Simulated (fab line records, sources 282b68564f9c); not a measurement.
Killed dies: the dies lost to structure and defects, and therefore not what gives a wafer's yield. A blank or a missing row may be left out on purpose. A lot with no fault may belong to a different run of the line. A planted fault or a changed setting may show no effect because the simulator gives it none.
fab line records || flow rit_cmos
[record] {"lots": 13, "wafers": 39, "last_day": 7}
route steps=202 shown ACTIVE@9 M1@202
lots that met no fault: taken from a fault-free run of the same line
start_h: hours from the record's opening day to when the first of the lot's shown wafers began || wait_h: how many hours have passed since the lot's step before this one || " identical to the entry in the row above || L1.1+2: one row covering several wafers at once || - no value, or no start given || * or withheld: withheld || < > ~ a bound
route shown NAME@n: a module of which the file shows steps, and the number in the route of the first || usual: the fault-free wafers' mean and standard deviation || same: alike in all rows || chamber/n: place in a boat || sites: the reading at each site || _std_site: the standard deviation of these || _edge_site: inner sites' mean taken away from outer sites' mean || radius_mm: how far each site lies from the wafer's centre || mask NAME#n: copy n || behind: tool/chamber where the wafer was last shaped || hold: why the lot went on hold/how many hours it stayed there/how the hold came to an end || device: which transistor (n, p or np) failed to switch || end of line: tests of these same wafers at the route's end || step lacking rows: just its recipe || killed: not the wafer's yield, but the dies lost to structure and defects at the first sort || map: the dies of a wafer, with x for killed, . for not killed, _ for no die there
set.NAME: the run value of the setting; set.NAME@STEP: its run value at that earlier step || model.NAME: the simulator's own value behind a step, which no gauge read
route steps across a sampled set of lots; one table per step, one row per wafer
services: from which hour (start_h, from the record's first day; less than 0 if before it) a tool's chamber was out of use, for how many hours, and why
[[steps]]
[step RIT_ACTIVE_EXPOSE_08]
[recipe] {"mask_id": "M1", "na": 0.6, "source_shape": "conventional", "sigma_outer": 0.6, "target_cd_nm": 1400, "dose_mj": 225}
[same] {"na": 0.6}
{"lot.wafer": "L765.2+3+4", "tool": "iline_stepper-02", "chamber": 0, "start_h": 14.77, "wait_h": 0.1, "mask": "M1#0"}
{"lot.wafer": "L766.1+2+5", "tool": "iline_stepper-01", "chamber": 0, "start_h": 19.19, "wait_h": 0.2, "mask": "M1#0"}
{"lot.wafer": "L768.1+2+3", "tool": "iline_stepper-01", "chamber": 0, "start_h": 29.16, "wait_h": 0.2, "mask": "M1#0"}
{"lot.wafer": "L770.1+2+3", "tool": "iline_stepper-01", "chamber": 0, "start_h": 39.16, "wait_h": 0.2, "mask": "M1#0"}
{"lot.wafer": "L772.1+2+3", "tool": "iline_stepper-02", "chamber": 0, "start_h": 49.36, "wait_h": 0.1, "mask": "M1#0"}
{"lot.wafer": "L774.2+4+6", "tool": "iline_stepper-01", "chamber": 0, "start_h": 59.18, "wait_h": 0.2, "mask": "M1#0"}
{"lot.wafer": "L775.1+3+5", "tool": "iline_stepper-01", "chamber": 0, "start_h": 64.04, "wait_h": 0.1, "mask": "M1#0"}
{"lot.wafer": "L776.2+3+4", "tool": "iline_stepper-02", "chamber": 0, "start_h": 69.18, "wait_h": 0.2, "mask": "M1#0"}
{"lot.wafer": "L777.1+4+6", "tool": "iline_stepper-02", "chamber": 0, "start_h": 74.57, "wait_h": 0.1, "mask": "M1_R1#0"}
{"lot.wafer": "L780.2+3+5", "tool": "iline_stepper-02", "chamber": 0, "start_h": 89.06, "wait_h": 0.1, "mask": "M1#0"}
{"lot.wafer": "L781.3+4+6", "tool": "iline_stepper-01", "chamber": 0, "start_h": 94.20, "wait_h": 0.2, "mask": "M1#0"}
{"lot.wafer": "L787.1+2+6", "tool": "iline_stepper-01", "chamber": 0, "start_h": 124.87, "wait_h": 0.2, "mask": "M1#0"}
{"lot.wafer": "L788.1+3+4", "tool": "iline_stepper-02", "chamber": 0, "start_h": 130.37, "wait_h": 0.2, "mask": "M1#0"}
[step RIT_ACTIVE_CD_MEAS_11]
[recipe] {"target_cd_nm": 1400}
[usual] {"cd_nm": "1400.1/1.7"}
{"lot.wafer": "L765.2", "tool": "cd_sem-01", "chamber": "-", "start_h": 15.17, "wait_h": "-", "cd_nm": 1398.8}
{"lot.wafer": "L765.3", "tool": "cd_sem-01", "chamber": "-", "start_h": 15.17, "wait_h": "-", "cd_nm": 1397.3}
{"lot.wafer": "L765.4", "tool": "cd_sem-01", "chamber": "-", "start_h": 15.17, "wait_h": "-", "cd_nm": 1398.7}
{"lot.wafer": "L766.1", "tool": "cd_sem-02", "chamber": "-", "start_h": 19.59, "wait_h": "-", "cd_nm": 1400.9}
{"lot.wafer": "L766.2", "tool": "cd_sem-02", "chamber": "-", "start_h": 19.59, "wait_h": "-", "cd_nm": 1400.4}
{"lot.wafer": "L766.5", "tool": "cd_sem-02", "chamber": "-", "start_h": 19.59, "wait_h": "-", "cd_nm": 1400.7}
{"lot.wafer": "L768.1", "tool": "cd_sem-02", "chamber": "-", "start_h": 29.56, "wait_h": "-", "cd_nm": 1400.0}
{"lot.wafer": "L768.2", "tool": "cd_sem-02", "chamber": "-", "start_h": 29.56, "wait_h": "-", "cd_nm": 1399.8}
{"lot.wafer": "L768.3", "tool": "cd_sem-02", "chamber": "-", "start_h": 29.56, "wait_h": "-", "cd_nm": 1400.3}
{"lot.wafer": "L770.1", "tool": "cd_sem-01", "chamber": "-", "start_h": 39.56, "wait_h": "-", "cd_nm": 1401.1}
{"lot.wafer": "L770.2", "tool": "cd_sem-01", "chamber": "-", "start_h": 39.56, "wait_h": "-", "cd_nm": 1398.5}
{"lot.wafer": "L770.3", "tool": "cd_sem-01", "chamber": "-", "start_h": 39.56, "wait_h": "-", "cd_nm": 1400.3}
{"lot.wafer": "L772.1", "tool": "cd_sem-02", "chamber": "-", "start_h": 49.77, "wait_h": "-", "cd_nm": 1402.3}
{"lot.wafer": "L772.2", "tool": "cd_sem-02", "chamber": "-", "start_h": 49.77, "wait_h": "-", "cd_nm": 1403.3}
{"lot.wafer": "L772.3", "tool": "cd_sem-02", "chamber": "-", "start_h": 49.77, "wait_h": "-", "cd_nm": 1400.5}
{"lot.wafer": "L774.2", "tool": "cd_sem-01", "chamber": "-", "start_h": 59.58, "wait_h": "-", "cd_nm": 1401.4}
{"lot.wafer": "L774.4", "tool": "cd_sem-01", "chamber": "-", "start_h": 59.58, "wait_h": "-", "cd_nm": 1400.4}
{"lot.wafer": "L774.6", "tool": "cd_sem-01", "chamber": "-", "start_h": 59.58, "wait_h": "-", "cd_nm": 1402.7}
{"lot.wafer": "L775.1", "tool": "cd_sem-01", "chamber": "-", "start_h": 64.44, "wait_h": "-", "cd_nm": 1400.0}
{"lot.wafer": "L775.3", "tool": "cd_sem-01", "chamber": "-", "start_h": 64.44, "wait_h": "-", "cd_nm": 1399.6}
{"lot.wafer": "L775.5", "tool": "cd_sem-01", "chamber": "-", "start_h": 64.44, "wait_h": "-", "cd_nm": 1399.3}
{"lot.wafer": "L776.2", "tool": "cd_sem-02", "chamber": "-", "start_h": 69.58, "wait_h": "-", "cd_nm": 1402.7}
{"lot.wafer": "L776.3", "tool": "cd_sem-02", "chamber": "-", "start_h": 69.58, "wait_h": "-", "cd_nm": 1401.2}
{"lot.wafer": "L776.4", "tool": "cd_sem-02", "chamber": "-", "start_h": 69.58, "wait_h": "-", "cd_nm": 1401.2}
{"lot.wafer": "L777.1", "tool": "cd_sem-01", "chamber": "-", "start_h": 74.97, "wait_h": "-", "cd_nm": 1279.1}
{"lot.wafer": "L777.4", "tool": "cd_sem-01", "chamber": "-", "start_h": 74.97, "wait_h": "-", "cd_nm": 1280.3}
{"lot.wafer": "L777.6", "tool": "cd_sem-01", "chamber": "-", "start_h": 74.97, "wait_h": "-", "cd_nm": 1279.1}
{"lot.wafer": "L780.2", "tool": "cd_sem-02", "chamber": "-", "start_h": 89.46, "wait_h": "-", "cd_nm": 1399.6}
{"lot.wafer": "L780.3", "tool": "cd_sem-02", "chamber": "-", "start_h": 89.46, "wait_h": "-", "cd_nm": 1398.4}
{"lot.wafer": "L780.5", "tool": "cd_sem-02", "chamber": "-", "start_h": 89.46, "wait_h": "-", "cd_nm": 1400.5}
{"lot.wafer": "L781.3", "tool": "cd_sem-01", "chamber": "-", "start_h": 94.60, "wait_h": "-", "cd_nm": 1400.6}
{"lot.wafer": "L781.4", "tool": "cd_sem-01", "chamber": "-", "start_h": 94.60, "wait_h": "-", "cd_nm": 1397.7}
{"lot.wafer": "L781.6", "tool": "cd_sem-01", "chamber": "-", "start_h": 94.60, "wait_h": "-", "cd_nm": 1399.5}
{"lot.wafer": "L787.1", "tool": "cd_sem-02", "chamber": "-", "start_h": 125.35, "wait_h": "-", "cd_nm": 1399.2}
{"lot.wafer": "L787.2", "tool": "cd_sem-02", "chamber": "-", "start_h": 125.35, "wait_h": "-", "cd_nm": 1398.0}
{"lot.wafer": "L787.6", "tool": "cd_sem-02", "chamber": "-", "start_h": 125.35, "wait_h": "-", "cd_nm": 1397.9}
{"lot.wafer": "L788.1", "tool": "cd_sem-02", "chamber": "-", "start_h": 130.78, "wait_h": "-", "cd_nm": 1401.8}
{"lot.wafer": "L788.3", "tool": "cd_sem-02", "chamber": "-", "start_h": 130.78, "wait_h": "-", "cd_nm": 1397.7}
{"lot.wafer": "L788.4", "tool": "cd_sem-02", "chamber": "-", "start_h": 130.78, "wait_h": "-", "cd_nm": 1402.8}
[step RIT_M1_PROBE_99]
[usual] {"killed_at_M0_to_M3": "0.0/0.083", "killed_at_contacts": "0.1/0.31", "killed_at_front_end": "7/3.3", "killed_dies": "7/3.3", "killed_open": "3.4/2.2", "killed_short": "3.5/2"}
[same] {"gross_dies": 264, "killed_at_M4_up": 0, "killed_at_back_side": 0, "killed_at_other": 0}
{"lot.wafer": "L777.1", "tool": "prober-01", "chamber": "-", "start_h": 118.67, "wait_h": 0.1, "killed_at_M0_to_M3": 0, "killed_at_contacts": 0, "killed_at_front_end": 6, "killed_dies": 6, "killed_open": 2, "killed_short": 3}
{"lot.wafer": "L777.4", "tool": "prober-01", "chamber": "-", "start_h": 118.82, "wait_h": 0.2, "killed_at_M0_to_M3": 0, "killed_at_contacts": 0, "killed_at_front_end": 10, "killed_dies": 10, "killed_open": 2, "killed_short": 5}
{"lot.wafer": "L777.6", "tool": "prober-01", "chamber": "-", "start_h": 118.92, "wait_h": 0.2, "killed_at_M0_to_M3": 0, "killed_at_contacts": 0, "killed_at_front_end": 17, "killed_dies": 17, "killed_open": 6, "killed_short": 7}
// killed by level:class
L777.1 FOX2:geometric_particle:open=1 GATE:geometric_particle:short=1 REOX:geometric_particle:short=1 SILICIDE:geometric_particle:open=1 SILICIDE:geometric_particle:short=1 ACTIVE:area_expose=1
L777.4 REOX:geometric_particle:short=3 ACTIVE:area_expose=2 GATE:geometric_particle:open=1 GATE:geometric_particle:short=1 REOX:geometric_particle:open=1 SILICIDE:geometric_particle:short=1 NWELL:coat_microbubble_printed=1
L777.6 GATE:geometric_particle:short=5 FOX1:geometric_particle:open=2 NLDD:coat_microbubble_printed=2 FOX1:geometric_particle:short=1 GATE:geometric_particle:open=1 REOX:geometric_particle:short=1 REOX:geometric_particle:open=1 SPACER:geometric_particle:open=1
[[services]]
{"tool": "iline_stepper-02", "chamber": "-", "start_h": 17.72, "hours": 6.6, "kind": "repair"}
{"tool": "iline_stepper-02", "chamber": "-", "start_h": 30.29, "hours": 1.7, "kind": "pm"}
{"tool": "iline_stepper-02", "chamber": 0, "start_h": 43.28, "hours": "-", "kind": "calibration"}
{"tool": "iline_stepper-01", "chamber": 0, "start_h": 90.43, "hours": "-", "kind": "calibration"}
[[key]]
[first_sign] {"step": "RIT_ACTIVE_EXPOSE_08", "reading": "mask", "direction": "changed"}
[effect] {"step": "RIT_ACTIVE_CD_MEAS_11", "reading": "cd_nm", "direction": "down", "sigmas": 70, "usual": 1400.1, "struck": 1279.5}
met_at RIT_ACTIVE_EXPOSE_08
struck_lots L777
tester_left_out L777
onset_between 69.18 74.57
[fault] {"kind": "wrong_mask", "tool": "any", "chamber": "-", "onset_h": 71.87, "steps": "RIT_ACTIVE_EXPOSE_08", "aux_copy": "M1_R1#0", "cd_offset_nm": -120, "scope": "struck_lots_only"}
// tester_left_out: of these lots the tester's yield and bins aren't shown, on N5 and GAA mostly nor the transistor test; their killed dies are dies lost to structure and defects alone, not to doping, threshold or leakage, so they don't give the yield
